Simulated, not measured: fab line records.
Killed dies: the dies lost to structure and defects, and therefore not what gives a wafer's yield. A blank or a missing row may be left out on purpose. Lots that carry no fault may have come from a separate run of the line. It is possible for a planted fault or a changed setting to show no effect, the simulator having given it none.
The tool behind it: which one?	flow rit_cmos	42 wafers from 14 lots sampled at 2 of the route's 202 steps

## WHAT THE GAUGES READ, wafer by wafer
The record lacks any reading of a measuring or inspecting step that a usual standard deviation could be used to judge.

## WHAT TOOL EACH LOT RAN ON (gives the tool, then ch and the chambers of the sampled wafers, and finally the start)
lot	RIT_SPACER_CLEAN_00	RIT_M1_PROBE_99
L176	wet_bench-01 ch 2, day 2 20:50	-
L177	wet_bench-03 ch 1, day 3 02:02	-
L181	wet_bench-01 ch 0, day 3 21:46	-
L183	wet_bench-01 ch 3, day 4 05:58	prober-02, day 4 19:50
L184	wet_bench-03 ch 1, day 4 11:42	-
L189	wet_bench-03 ch 2, day 5 13:26	prober-02, day 6 03:52
L190	wet_bench-03 ch 2, day 5 17:38	prober-01, day 6 07:19
L192	wet_bench-01 ch 1, day 6 02:39	-
L193	wet_bench-03 ch 2, day 6 08:37	-
L194	wet_bench-03 ch 3, day 6 14:27	prober-01, day 7 05:23
L195	wet_bench-02 ch 0, day 6 19:05	-
L196	wet_bench-02 ch 2, day 6 23:34	-
L197	wet_bench-02 ch 3, day 7 05:01	-
L198	wet_bench-01 ch 2, day 7 08:46	-
- RIT_SPACER_CLEAN_00: cleans in SC1, time 600 s.
- RIT_M1_PROBE_99

## AS READ BY THE TOOLS THEMSELVES (means over the sampled wafers that have a number; for cases with no such wafer, the mark the record gives instead)
RIT_SPACER_CLEAN_00.
lot	tool	bath_guard_temp_C (C)	bath_heat_duty_pct (%)
L176	wet_bench-01	75.2	13.8
L177	wet_bench-03	74.7	14.7
L181	wet_bench-01	74.9	14.2
L183	wet_bench-01	-	-
L184	wet_bench-03	-	-
L189	wet_bench-03	74.6	16.6
L190	wet_bench-03	74.4	17.4
L192	wet_bench-01	74.3	15.5
L193	wet_bench-03	74.6	17.6
L194	wet_bench-03	75.3	16.6
L195	wet_bench-02	74.1	16.4
L196	wet_bench-02	74.9	15.5
L197	wet_bench-02	73.9	14.0
L198	wet_bench-01	75.0	13.1

RIT_M1_PROBE_99.
lot	tool	killed_at_M0_to_M3	killed_at_contacts	killed_at_front_end	killed_dies	killed_open	killed_short
L183	prober-02	0.0	0.0	13	13	7.0	6.0
L189	prober-02	0.0	0.0	6	6	3.7	2.7
L190	prober-01	0.0	0.0	7	7	2.3	4.7
L194	prober-01	0.0	0.0	3	3	0.7	2.3

## THE ANSWER, worked out from the rows above alone
Rule: usual is defined by the lots themselves. Put in order of their means at a reading, lots are off if they are a third of the lots or fewer, leave a main group of 4 or more, and stand apart from it by a gap of 3 or more times the standard deviation of the main group's means; of several such gaps the widest counts. If all means in a main group match to the digits the tables above print for the reading, that group is not used. A lot without any number at a reading at which 4 lots or more have one is off too. Where the step has rows for the other lots, those lots are counted as sound. Order of review: gauges by route order, followed by the tools' own readings, for which a lot's mean as printed above is used. The first step at which some lot is off is used, and at that step the reading that is off furthest; a lot without a number counts as furthest.
Off at RIT_SPACER_CLEAN_00 (bath_guard_temp_C): L183, L184. Without a number there: L183, L184. Main group: mean 74.7 C, sd 0.41.
If a tool, at that step or one of the process steps before it, ran each lot that is off and ran no sound lot following the first of them, it fits. No candidate that was tried fits.

## WHAT THE SIMULATOR HAD INSERTED
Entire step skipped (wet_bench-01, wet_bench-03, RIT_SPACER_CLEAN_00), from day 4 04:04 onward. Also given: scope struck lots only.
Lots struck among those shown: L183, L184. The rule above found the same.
